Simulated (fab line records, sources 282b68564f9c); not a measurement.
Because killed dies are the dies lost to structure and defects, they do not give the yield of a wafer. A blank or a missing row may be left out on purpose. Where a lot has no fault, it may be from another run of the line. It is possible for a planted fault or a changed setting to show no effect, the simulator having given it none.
2 desks, one fault + flow rit_cmos + each desk holds nothing but its own numbers, with what lay behind them at the end

THE METROLOGY DESK
Lot by lot, what the gauges showed, no matter which tool ran the lot: averages of those sampled wafers that carry a number. Marked OUT: a lot whose mean sits more than 4 standard deviations from the usual mean, which makes it out of limits; the brackets give that distance. Of its 9 readings 7 are shown: those that lie furthest out on some lot.
Columns: A = cd_nm at RIT_CONTACT_CD_MEAS_08, usual 1000.3 nm; B = cd_nm at RIT_CONTACT_CD_MEAS_90, usual 1000.3 nm; C = M1_AL_RS at RIT_M1_RS_MEAS_01, usual 0.0734 ohm/sq; D = M1_AL_THK at RIT_M1_THK_MEAS_02, usual 405 nm; E = cd_nm at RIT_M1_CD_MEAS_09, usual 2600.0 nm; F = M1_OVL at RIT_M1_OVL_MEAS_10, usual -0.1 nm; G = cd_nm at RIT_M1_CD_MEAS_90, usual 2599.9 nm
| lot  | first seen here | A      | B      | C      | D   | E      | F    | G      |
|------|-----------------|--------|--------|--------|-----|--------|------|--------|
| L272 | day 3 14:53     | 1001.2 | 1001.1 | 0.0732 | 409 | 2600.5 | 0.5  | 2599.6 |
| L282 | day 5 12:26     | 999.2  | 998.8  | 0.0721 | 412 | 2601.8 | 0.1  | 2603.7 |
| L288 | day 6 18:18     | 998.9  | 998.6  | 0.0729 | 407 | 2600.1 | -0.8 | 2599.6 |
| L289 | day 6 23:19     | 998.9  | 998.8  | 0.0748 | 394 | 2600.3 | 0.9  | 2598.7 |
| L290 | day 7 03:53     | 998.4  | 998.7  | 0.0737 | 399 | 2603.0 | -1.8 | 2604.8 |
| L293 | day 7 19:20     | 998.6  | 999.0  | 0.0744 | 401 | 2600.3 | 0.7  | 2600.1 |
Result from this desk: across the 6 lots, nothing is out of limits.

TOOL OWNER'S DESK, pvd_sputter-04
The tool's own readings at RIT_M1_SPUTTER_00 (material Al, target thk 400 nm, time 500 s): means of the sampled wafers that have a number, for each lot that ran on this tool. Marked OUT: a lot whose mean sits more than 4 standard deviations from the usual mean, which makes it out of limits; the brackets give that distance.
Columns: A = throttle_valve_pct at RIT_M1_SPUTTER_00, usual 29.9 %
| lot  | first seen here | A    |
|------|-----------------|------|
| L272 | day 3 16:12     | 29.9 |
| L282 | day 5 13:34     | 30.2 |
| L288 | day 6 19:35     | 29.9 |
| L290 | day 7 05:01     | 29.9 |
Result from this desk: across the 4 lots, nothing is out of limits.

TAKEN TOGETHER
The metrology desk saw nothing out of limits.
The desk of the tool owner found nothing out of limits.

WHAT THE SIMULATOR PUT IN
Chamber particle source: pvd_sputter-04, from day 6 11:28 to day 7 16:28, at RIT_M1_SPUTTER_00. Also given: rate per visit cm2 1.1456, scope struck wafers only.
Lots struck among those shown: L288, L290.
